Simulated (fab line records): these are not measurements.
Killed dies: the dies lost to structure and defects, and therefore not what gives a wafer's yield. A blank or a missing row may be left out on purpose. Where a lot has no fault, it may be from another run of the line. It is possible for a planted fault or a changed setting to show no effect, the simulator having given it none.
Which tool did it? | flow berkeley cmos170 | 7 lots, 21 wafers sampled, at 2 steps of a route of 331

## WHAT THE GAUGES READ, wafer by wafer
UCB170_M1_RS_MEAS_01: a four-point-probe measurement.
lot  | measured     | on            | M1_AL_RS (ohm/sq)
L373 | day 9 04:32  | film metro-03 | 0.0483 0.0480 0.0477
L376 | day 10 14:10 | film metro-04 | 0.0486 0.0490 0.0487
L378 | day 10 17:36 | film metro-01 | 0.0493 0.0492 0.0490
L384 | day 11 16:55 | film metro-03 | 0.0477 0.0482 0.0486
L387 | day 12 02:01 | film metro-04 | 0.0645 0.0485 0.0644 0.0645 0.0485 0.0645
L390 | day 12 22:46 | film metro-01 | 0.0470 0.0474 0.0476
L393 | day 13 18:34 | film metro-01 | 0.0496 0.0488 0.0485

## WHICH TOOL RAN EACH LOT (tool, then ch and the chambers of the sampled wafers, then the start)
lot  | UCB170_M1_SPUTTER_00
L373 | pvd sputter-04, day 9 04:27
L376 | pvd sputter-04, day 10 14:05
L378 | pvd sputter-04, day 10 17:30
L384 | pvd sputter-02, day 11 16:49
L387 | pvd sputter-04, day 12 01:56
L390 | pvd sputter-02, day 12 22:42
L393 | pvd sputter-03, day 13 18:30
- UCB170_M1_SPUTTER_00: material Al, target thk 600 nm, time 80 s.

## THE ANSWER, worked out from the rows above alone
Rule: usual is defined by the lots themselves. The widest of any qualifying gaps counts: lots, ordered by their means at a reading, are off when they make up no more than a third of the lots, leave a main group of 4 or more, and stand apart from it by 3 or more times the standard deviation of that group's means. Not used: any main group whose means are identical at the precision the tables above print for the reading. A lot without any number at a reading at which 4 lots or more have one is off too. Any other lot the step has rows for is counted as sound.
Off: at UCB170_M1_RS_MEAS_01 (M1_AL_RS), L387. Main group: mean 0.0484 ohm/sq, sd 0.00063.
If a tool, at a process step before that reading, ran all the lots that are off and no sound lot after the first of them, it fits. Gauges at UCB170_M1_RS_MEAS_01: tried the same way as those tools. 2 tools fit, pvd sputter-04 at UCB170_M1_SPUTTER_00 and film metro-04 at UCB170_M1_RS_MEAS_01, so this cannot tell which one it is.

## WHAT HAD BEEN PUT IN BY THE SIMULATOR
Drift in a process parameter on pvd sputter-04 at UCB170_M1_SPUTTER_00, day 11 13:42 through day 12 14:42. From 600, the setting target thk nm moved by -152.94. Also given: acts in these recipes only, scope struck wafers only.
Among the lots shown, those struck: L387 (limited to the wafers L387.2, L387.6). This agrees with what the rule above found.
